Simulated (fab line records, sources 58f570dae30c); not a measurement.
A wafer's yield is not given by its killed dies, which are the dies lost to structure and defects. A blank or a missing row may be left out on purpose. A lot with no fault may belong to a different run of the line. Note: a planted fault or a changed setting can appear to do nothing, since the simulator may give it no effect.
fab line records + flow berkeley_cmos170
record
- lots=13
- wafers=37
- last_day=12
route steps=331 shown SCREENOX@102 NSD@193 SDANNEAL@205 SILICIDE@211
lots untouched by any fault: they come from a run of this same line in which no faults occurred
start_h: hours from the record's first day to the start of the lot's first wafer shown + wait_h: how many hours have passed since the lot's step before this one + " repeats the value in the row above + L1.1+2: a single row standing in for several wafers + - no value, or no start given + * or withheld: withheld + < > ~ a bound
route shown NAME@n: names a module that has steps shown in the file, with the first one's number in the route + usual: the fault-free wafers' mean and standard deviation + same: alike in all rows + chamber/n: place in a boat + sites: readings site by site + _std_site: their standard deviation + _edge_site: outer sites' mean less inner sites' + radius_mm: for every site, how far away it sits from the centre of the wafer + mask NAME#n: copy n + behind: tool/chamber where the wafer was last shaped + hold: what put the lot on hold/how long, in hours/how the hold closed + device: the n, p or np transistor that did not switch + end of line: the same wafers' tests at the end of the route + a step given without rows: its recipe and nothing more + killed: the dies lost at the first sort to structure and to defects; this is not the yield of the wafer + map: dies across one wafer; x = killed, . = not, _ = none there
set.NAME: the setting as run; set.NAME@STEP: as run at that earlier step + model.NAME: the simulator's own value behind a step, which no gauge read
a sample of lots followed through the steps of the route, with each step as a table and each wafer as a row
services: a tool's chamber out of use, with start hour (start_h, from the record's first day; less than 0 if before it), hours out, and reason
## steps
# step UCB170_SCREENOX_THK_MEAS_02
# recipe
- reads=SiO2_of_SCREENOX_OXIDATION_01
# usual
- SCREENOX_OXIDE_THK=14.42/0.3
| lot.wafer | tool          | chamber | start_h | wait_h | SCREENOX_OXIDE_THK[nm] |
|-----------|---------------|---------|---------|--------|------------------------|
| L355.1    | film_metro-03 | -       | 92.95   | 0.0    | 14.75                  |
| L355.2    | "             | -       | "       | "      | 14.75                  |
| L355.5    | "             | -       | "       | "      | 14.59                  |
| L356.2    | film_metro-02 | -       | 92.96   | 0.0    | 14.55                  |
| L356.3    | "             | -       | "       | "      | 14.45                  |
| L356.6    | "             | -       | "       | "      | 14.44                  |
| L360.1    | film_metro-02 | -       | 118.92  | 0.0    | 14.65                  |
| L360.2    | "             | -       | "       | "      | 14.45                  |
| L360.5    | "             | -       | "       | "      | 14.66                  |
| L359.3    | film_metro-03 | -       | 118.94  | 0.0    | 14.57                  |
| L359.4    | "             | -       | "       | "      | 14.37                  |
| L359.5    | "             | -       | "       | "      | 14.80                  |
| L363.3    | film_metro-03 | -       | 133.26  | 0.1    | 14.95                  |
| L363.4    | "             | -       | "       | "      | 14.71                  |
| L363.6    | "             | -       | "       | "      | 14.85                  |
| L365.1    | film_metro-04 | -       | 143.57  | 0.0    | 14.43                  |
| L365.2    | "             | -       | "       | "      | 14.72                  |
| L365.5    | "             | -       | "       | "      | 14.47                  |
| L362.3    | film_metro-03 | -       | 143.59  | 0.0    | 14.50                  |
| L362.4    | "             | -       | "       | "      | 14.27                  |
| L362.5    | "             | -       | "       | "      | 14.37                  |
| L367.4    | film_metro-04 | -       | 154.98  | 0.0    | 14.28                  |
| L371.1    | film_metro-03 | -       | 180.39  | 0.1    | 13.86                  |
| L371.2    | "             | -       | "       | "      | 13.89                  |
| L371.3    | "             | -       | "       | "      | 13.80                  |
| L374.1    | film_metro-03 | -       | 199.48  | 0.0    | 14.45                  |
| L374.4    | "             | -       | "       | "      | 14.26                  |
| L374.5    | "             | -       | "       | "      | 14.52                  |
| L375.1    | film_metro-04 | -       | 199.48  | 0.0    | 14.12                  |
| L375.2    | "             | -       | "       | "      | 13.98                  |
| L375.6    | "             | -       | "       | "      | 14.24                  |
| L378.1    | film_metro-04 | -       | 210.88  | 0.0    | 14.14                  |
| L378.2    | "             | -       | "       | "      | 14.44                  |
| L378.3    | "             | -       | "       | "      | 14.49                  |
| L377.2    | film_metro-03 | -       | 210.89  | 0.0    | 14.30                  |
| L377.4    | "             | -       | "       | "      | 14.41                  |
| L377.6    | "             | -       | "       | "      | 14.48                  |
# step UCB170_NSD_CD_MEAS_06
# recipe
- target_cd_nm=1200
# usual
- cd_nm=1200.0/1.4
| lot.wafer | tool      | chamber | start_h | wait_h | cd_nm  |
|-----------|-----------|---------|---------|--------|--------|
| L356.2    | cd_sem-02 | -       | 126.99  | -      | 1200.8 |
| L356.3    | "         | -       | "       | "      | 1200.4 |
| L356.6    | "         | -       | "       | "      | 1200.0 |
| L355.1    | cd_sem-02 | -       | 127.25  | -      | 1198.0 |
| L355.2    | "         | -       | "       | "      | 1199.4 |
| L355.5    | "         | -       | "       | "      | 1199.3 |
| L360.1    | cd_sem-01 | -       | 153.01  | -      | 1200.1 |
| L360.2    | "         | -       | "       | "      | 1198.6 |
| L360.5    | "         | -       | "       | "      | 1199.3 |
| L359.3    | cd_sem-01 | -       | 155.73  | -      | 1199.7 |
| L359.4    | "         | -       | "       | "      | 1200.8 |
| L359.5    | "         | -       | "       | "      | 1200.5 |
| L363.3    | cd_sem-02 | -       | 160.60  | -      | 1199.6 |
| L363.4    | "         | -       | "       | "      | 1203.0 |
| L363.6    | "         | -       | "       | "      | 1200.5 |
| L362.3    | cd_sem-01 | -       | 169.55  | -      | 1198.8 |
| L362.4    | "         | -       | "       | "      | 1199.3 |
| L362.5    | "         | -       | "       | "      | 1198.8 |
| L365.1    | cd_sem-02 | -       | 169.82  | -      | 1201.5 |
| L365.2    | "         | -       | "       | "      | 1200.2 |
| L365.5    | "         | -       | "       | "      | 1199.9 |
| L367.4    | cd_sem-02 | -       | 183.78  | -      | 1198.0 |
| L371.1    | cd_sem-01 | -       | 222.22  | -      | 1201.1 |
| L371.2    | "         | -       | "       | "      | 1201.8 |
| L371.3    | "         | -       | "       | "      | 1201.6 |
| L374.1    | cd_sem-02 | -       | 230.44  | -      | 1197.8 |
| L374.4    | "         | -       | "       | "      | 1198.4 |
| L374.5    | "         | -       | "       | "      | 1199.3 |
| L375.1    | cd_sem-02 | -       | 232.12  | -      | 1199.2 |
| L375.2    | "         | -       | "       | "      | 1199.8 |
| L375.6    | "         | -       | "       | "      | 1200.9 |
| L377.2    | cd_sem-02 | -       | 249.16  | -      | 1202.8 |
| L377.4    | "         | -       | "       | "      | 1202.3 |
| L377.6    | "         | -       | "       | "      | 1201.1 |
| L378.1    | cd_sem-01 | -       | 249.56  | -      | 1200.1 |
| L378.2    | "         | -       | "       | "      | 1200.2 |
| L378.3    | "         | -       | "       | "      | 1200.1 |
# step UCB170_SDANNEAL_RTA_01
# recipe
- temp_c=1050
- time_s=5
- ambient=N2
# usual
- lamp_power_pct=37.5/1.4
- wafer_temp_C_max=1054.2/0.85
| lot.wafer | tool          | chamber | start_h | wait_h | lamp_power_pct | wafer_temp_C_max |
|-----------|---------------|---------|---------|--------|----------------|------------------|
| L356.2    | rtp_anneal-02 | 0       | 129.99  | 0.1    | 38.7           | 1053.2           |
| L356.3    | "             | 0       | "       | "      | 38.7           | 1053.4           |
| L356.6    | "             | 0       | "       | "      | 38.7           | 1054.6           |
| L355.1    | rtp_anneal-02 | 0       | 130.68  | 0.1    | 38.8           | 1054.5           |
| L355.2    | "             | 0       | "       | "      | 38.7           | 1054.4           |
| L355.5    | "             | 0       | "       | "      | 38.8           | 1053.5           |
| L360.1    | rtp_anneal-02 | 0       | 154.56  | 0.1    | 38.8           | 1054.0           |
| L360.2    | "             | 0       | "       | "      | 38.7           | 1053.2           |
| L360.5    | "             | 0       | "       | "      | 38.8           | 1054.0           |
| L359.3    | rtp_anneal-02 | 0       | 157.19  | 0.1    | 38.7           | 1054.3           |
| L359.4    | "             | 0       | "       | "      | 38.7           | 1053.6           |
| L359.5    | "             | 0       | "       | "      | 38.8           | 1054.2           |
| L363.3    | rtp_anneal-01 | 0       | 162.37  | 0.1    | 36.0           | 1056.3           |
| L363.4    | "             | 0       | "       | "      | 36.0           | 1054.7           |
| L363.6    | "             | 0       | "       | "      | 36.0           | 1054.6           |
| L362.3    | rtp_anneal-02 | 0       | 171.15  | 0.1    | 38.8           | 1054.0           |
| L362.4    | "             | 0       | "       | "      | 38.7           | 1054.2           |
| L362.5    | "             | 0       | "       | "      | 38.7           | 1054.8           |
| L365.1    | rtp_anneal-01 | 0       | 171.40  | 0.1    | 36.0           | 1055.0           |
| L365.2    | "             | 0       | "       | "      | 35.9           | 1055.9           |
| L365.5    | "             | 0       | "       | "      | 36.0           | 1056.5           |
| L367.4    | rtp_anneal-01 | 0       | 186.42  | 0.1    | 36.0           | 1054.2           |
| L371.1    | rtp_anneal-02 | 0       | 224.00  | 0.1    | 38.7           | 1054.6           |
| L371.2    | "             | 0       | "       | "      | 38.7           | 1053.9           |
| L371.3    | "             | 0       | "       | "      | 38.7           | 1055.3           |
| L374.1    | rtp_anneal-02 | 0       | 233.07  | 0.1    | 38.7           | 1053.3           |
| L374.4    | "             | 0       | "       | "      | 38.7           | 1054.0           |
| L374.5    | "             | 0       | "       | "      | 38.7           | 1053.9           |
| L375.1    | rtp_anneal-01 | 0       | 235.19  | 0.1    | 36.0           | 1054.0           |
| L375.2    | "             | 0       | "       | "      | 36.0           | 1054.2           |
| L375.6    | "             | 0       | "       | "      | 36.0           | 1053.1           |
| L377.2    | rtp_anneal-01 | 0       | 251.17  | 0.1    | 36.0           | 1054.4           |
| L377.4    | "             | 0       | "       | "      | 36.0           | 1054.3           |
| L377.6    | "             | 0       | "       | "      | 36.0           | 1055.1           |
| L378.1    | rtp_anneal-01 | 0       | 252.33  | 0.1    | 36.0           | 1055.0           |
| L378.2    | "             | 0       | "       | "      | 36.0           | 1055.0           |
| L378.3    | "             | 0       | "       | "      | 36.0           | 1053.2           |
# step UCB170_SILICIDE_SPUTTER_01
# recipe
- material=Ti
- target_thk_nm=30
- time_s=25
- power_w=1468
- chamber_pressure_pa=0.5
# usual
- throttle_valve_pct=29.7/0.83
| lot.wafer | tool           | chamber | start_h | wait_h | throttle_valve_pct |
|-----------|----------------|---------|---------|--------|--------------------|
| L356.2    | pvd_sputter-03 | -       | 130.67  | 0.0    | 29.7               |
| L356.3    | "              | -       | "       | "      | 29.8               |
| L356.6    | "              | -       | "       | "      | 29.8               |
| L355.1    | pvd_sputter-03 | -       | 131.51  | 0.0    | 31.0               |
| L355.2    | "              | -       | "       | "      | 28.9               |
| L355.5    | "              | -       | "       | "      | 30.9               |
| L360.1    | pvd_sputter-02 | -       | 155.17  | 0.0    | 28.9               |
| L360.2    | "              | -       | "       | "      | 30.7               |
| L360.5    | "              | -       | "       | "      | 30.3               |
| L359.3    | pvd_sputter-03 | -       | 157.77  | 0.0    | 29.1               |
| L359.4    | "              | -       | "       | "      | 29.6               |
| L359.5    | "              | -       | "       | "      | 29.8               |
| L363.3    | pvd_sputter-02 | -       | 162.96  | 0.0    | 30.7               |
| L363.4    | "              | -       | "       | "      | 29.1               |
| L363.6    | "              | -       | "       | "      | 28.8               |
| L362.3    | pvd_sputter-02 | -       | 171.74  | 0.0    | 29.0               |
| L362.4    | "              | -       | "       | "      | 30.4               |
| L362.5    | "              | -       | "       | "      | 29.0               |
| L365.1    | pvd_sputter-04 | -       | 172.00  | 0.0    | 29.5               |
| L365.2    | "              | -       | "       | "      | 29.8               |
| L365.5    | "              | -       | "       | "      | 27.8               |
| L367.4    | pvd_sputter-03 | -       | 186.99  | 0.0    | 29.9               |
| L371.1    | pvd_sputter-04 | -       | 224.60  | 0.0    | 27.7               |
| L371.2    | "              | -       | "       | "      | 29.8               |
| L371.3    | "              | -       | "       | "      | 30.3               |
| L374.1    | pvd_sputter-04 | -       | 233.67  | 0.0    | 30.4               |
| L374.4    | "              | -       | "       | "      | 30.0               |
| L374.5    | "              | -       | "       | "      | 27.8               |
| L375.1    | pvd_sputter-04 | -       | 235.79  | 0.0    | 29.9               |
| L375.2    | "              | -       | "       | "      | 30.4               |
| L375.6    | "              | -       | "       | "      | 27.9               |
| L377.2    | pvd_sputter-02 | -       | 251.76  | 0.0    | 28.9               |
| L377.4    | "              | -       | "       | "      | 29.2               |
| L377.6    | "              | -       | "       | "      | 28.8               |
| L378.1    | pvd_sputter-03 | -       | 252.94  | 0.0    | 29.6               |
| L378.2    | "              | -       | "       | "      | 29.8               |
| L378.3    | "              | -       | "       | "      | 28.9               |
# step UCB170_SILICIDE_RS_MEAS_02
# recipe
- thk_meas_gauge=four-point-probe
- reads=Ti_of_SILICIDE_SPUTTER_01
# usual
- SILICIDE_TI_RS=26.7/0.41
| lot.wafer | tool          | chamber | start_h | wait_h | hold                     | SILICIDE_TI_RS[ohm/sq] |
|-----------|---------------|---------|---------|--------|--------------------------|------------------------|
| L356.2    | film_metro-01 | -       | 130.77  | 0.1    | -                        | 26.0                   |
| L356.3    | "             | -       | "       | "      | -                        | 26.6                   |
| L356.6    | "             | -       | "       | "      | -                        | 26.7                   |
| L355.1    | film_metro-03 | -       | 131.54  | 0.0    | -                        | 26.8                   |
| L355.2    | "             | -       | "       | "      | -                        | 26.3                   |
| L355.5    | "             | -       | "       | "      | -                        | 26.7                   |
| L360.1    | film_metro-04 | -       | 155.20  | 0.0    | -                        | 26.6                   |
| L360.2    | "             | -       | "       | "      | -                        | 26.6                   |
| L360.5    | "             | -       | "       | "      | -                        | 26.8                   |
| L359.3    | film_metro-01 | -       | 157.84  | 0.1    | -                        | 27.0                   |
| L359.4    | "             | -       | "       | "      | -                        | 27.0                   |
| L359.5    | "             | -       | "       | "      | -                        | 26.8                   |
| L363.3    | film_metro-01 | -       | 163.03  | 0.1    | -                        | 26.6                   |
| L363.4    | "             | -       | "       | "      | -                        | 26.7                   |
| L363.6    | "             | -       | "       | "      | -                        | 26.4                   |
| L362.3    | film_metro-01 | -       | 171.81  | 0.1    | -                        | 27.1                   |
| L362.4    | "             | -       | "       | "      | -                        | 27.4                   |
| L362.5    | "             | -       | "       | "      | -                        | 27.1                   |
| L365.1    | film_metro-03 | -       | 172.03  | 0.0    | -                        | 27.7                   |
| L365.2    | "             | -       | "       | "      | -                        | 27.6                   |
| L365.5    | "             | -       | "       | "      | -                        | 27.5                   |
| L367.4    | film_metro-03 | -       | 187.08  | 0.1    | await_dispo/0.2h/release | 13.5                   |
| L367.4    | film_metro-03 | -       | 187.37  | 0.3    | -                        | 13.6                   |
| L371.1    | film_metro-01 | -       | 224.63  | 0.0    | -                        | 26.5                   |
| L371.2    | "             | -       | "       | "      | -                        | 26.5                   |
| L371.3    | "             | -       | "       | "      | -                        | 26.4                   |
| L374.1    | film_metro-03 | -       | 233.70  | 0.0    | -                        | 26.6                   |
| L374.4    | "             | -       | "       | "      | -                        | 26.8                   |
| L374.5    | "             | -       | "       | "      | -                        | 26.5                   |
| L375.1    | film_metro-04 | -       | 235.82  | 0.0    | -                        | 26.6                   |
| L375.2    | "             | -       | "       | "      | -                        | 26.7                   |
| L375.6    | "             | -       | "       | "      | -                        | 26.6                   |
| L377.2    | film_metro-04 | -       | 251.81  | 0.0    | -                        | 26.9                   |
| L377.4    | "             | -       | "       | "      | -                        | 26.7                   |
| L377.6    | "             | -       | "       | "      | -                        | 26.7                   |
| L378.1    | film_metro-01 | -       | 253.00  | 0.0    | -                        | 26.5                   |
| L378.2    | "             | -       | "       | "      | -                        | 25.9                   |
| L378.3    | "             | -       | "       | "      | -                        | 26.1                   |
# step UCB170_SILICIDE_THK_MEAS_03
# recipe
- thk_meas_gauge=xrf
- reads=Ti_of_SILICIDE_SPUTTER_01
# usual
- SILICIDE_TI_THK=29.6/0.41
| lot.wafer | tool          | chamber | start_h | wait_h | hold                     | SILICIDE_TI_THK[nm] |
|-----------|---------------|---------|---------|--------|--------------------------|---------------------|
| L356.2    | film_metro-01 | -       | 130.88  | 0.1    | -                        | 30.1                |
| L356.3    | "             | -       | "       | "      | -                        | 29.6                |
| L356.6    | "             | -       | "       | "      | -                        | 29.5                |
| L355.1    | film_metro-03 | -       | 131.66  | 0.1    | -                        | 29.4                |
| L355.2    | "             | -       | "       | "      | -                        | 29.9                |
| L355.5    | "             | -       | "       | "      | -                        | 29.6                |
| L360.1    | film_metro-04 | -       | 155.32  | 0.1    | -                        | 30.0                |
| L360.2    | "             | -       | "       | "      | -                        | 29.6                |
| L360.5    | "             | -       | "       | "      | -                        | 29.5                |
| L359.3    | film_metro-01 | -       | 157.94  | 0.1    | -                        | 29.2                |
| L359.4    | "             | -       | "       | "      | -                        | 29.3                |
| L359.5    | "             | -       | "       | "      | -                        | 29.2                |
| L363.3    | film_metro-01 | -       | 163.13  | 0.1    | -                        | 29.5                |
| L363.4    | "             | -       | "       | "      | -                        | 29.4                |
| L363.6    | "             | -       | "       | "      | -                        | 29.7                |
| L362.3    | film_metro-01 | -       | 171.91  | 0.1    | -                        | 29.0                |
| L362.4    | "             | -       | "       | "      | -                        | 28.9                |
| L362.5    | "             | -       | "       | "      | -                        | 28.9                |
| L365.1    | film_metro-03 | -       | 172.15  | 0.1    | -                        | 28.8                |
| L365.2    | "             | -       | "       | "      | -                        | 28.8                |
| L365.5    | "             | -       | "       | "      | -                        | 29.0                |
| L367.4    | film_metro-03 | -       | 188.16  | 0.8    | await_dispo/0.2h/release | 53.4                |
| L367.4    | film_metro-03 | -       | 188.39  | 0.2    | -                        | 53.5                |
| L371.1    | film_metro-01 | -       | 224.75  | 0.1    | -                        | 29.9                |
| L371.2    | "             | -       | "       | "      | -                        | 29.8                |
| L371.3    | "             | -       | "       | "      | -                        | 29.9                |
| L374.1    | film_metro-03 | -       | 233.82  | 0.1    | -                        | 29.7                |
| L374.4    | "             | -       | "       | "      | -                        | 29.6                |
| L374.5    | "             | -       | "       | "      | -                        | 29.9                |
| L375.1    | film_metro-04 | -       | 235.94  | 0.1    | -                        | 29.4                |
| L375.2    | "             | -       | "       | "      | -                        | 29.3                |
| L375.6    | "             | -       | "       | "      | -                        | 29.4                |
| L377.2    | film_metro-04 | -       | 251.92  | 0.1    | -                        | 29.2                |
| L377.4    | "             | -       | "       | "      | -                        | 29.2                |
| L377.6    | "             | -       | "       | "      | -                        | 29.3                |
| L378.1    | film_metro-01 | -       | 253.12  | 0.1    | -                        | 29.8                |
| L378.2    | "             | -       | "       | "      | -                        | 30.3                |
| L378.3    | "             | -       | "       | "      | -                        | 30.1                |
## services
| tool           | chamber | start_h | hours | kind   |
|----------------|---------|---------|-------|--------|
| pvd_sputter-04 | -       | 117.27  | 25.4  | repair |
| pvd_sputter-02 | -       | 130.16  | 2.1   | repair |
| pvd_sputter-04 | -       | 187.73  | 1.6   | repair |
| pvd_sputter-02 | -       | 225.55  | 24.7  | repair |
## key
first_sign
- step=UCB170_SILICIDE_RS_MEAS_02
- reading=visit
- direction=added
effect
- step=UCB170_SILICIDE_RS_MEAS_02
- reading=SILICIDE_TI_RS
- direction=down
- sigmas=32
- usual=26.7
- struck=13.5
effect
- step=UCB170_SILICIDE_THK_MEAS_03
- reading=visit
- direction=added
effect
- step=UCB170_SILICIDE_THK_MEAS_03
- reading=SILICIDE_TI_THK
- direction=up
- sigmas=59
- usual=29.6
- struck=53.4
met_at UCB170_SILICIDE_SPUTTER_01
struck_lots L367
struck_wafers L367.4
tester_left_out L367
not_acting_at UCB170_SCREENOX_THK_MEAS_02,UCB170_NSD_CD_MEAS_06,UCB170_SDANNEAL_RTA_01
onset_between 157.77 186.99
fault
- kind=process_parameter_drift
- tool=pvd_sputter-03
- chamber=-
- onset_h=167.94
- steps=UCB170_SILICIDE_SPUTTER_01
- channel=target_thk_nm
- offset=24.157
- shape=step
- end_h=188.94
- acts_in=these_recipes_only
- stated=30
- scope=struck_wafers_only
# tester_left_out: of these lots the tester's yield and bins aren't shown, on N5 and GAA mostly nor the transistor test; their killed dies are dies lost to structure and defects alone, not to doping, threshold or leakage, so they don't give the yield
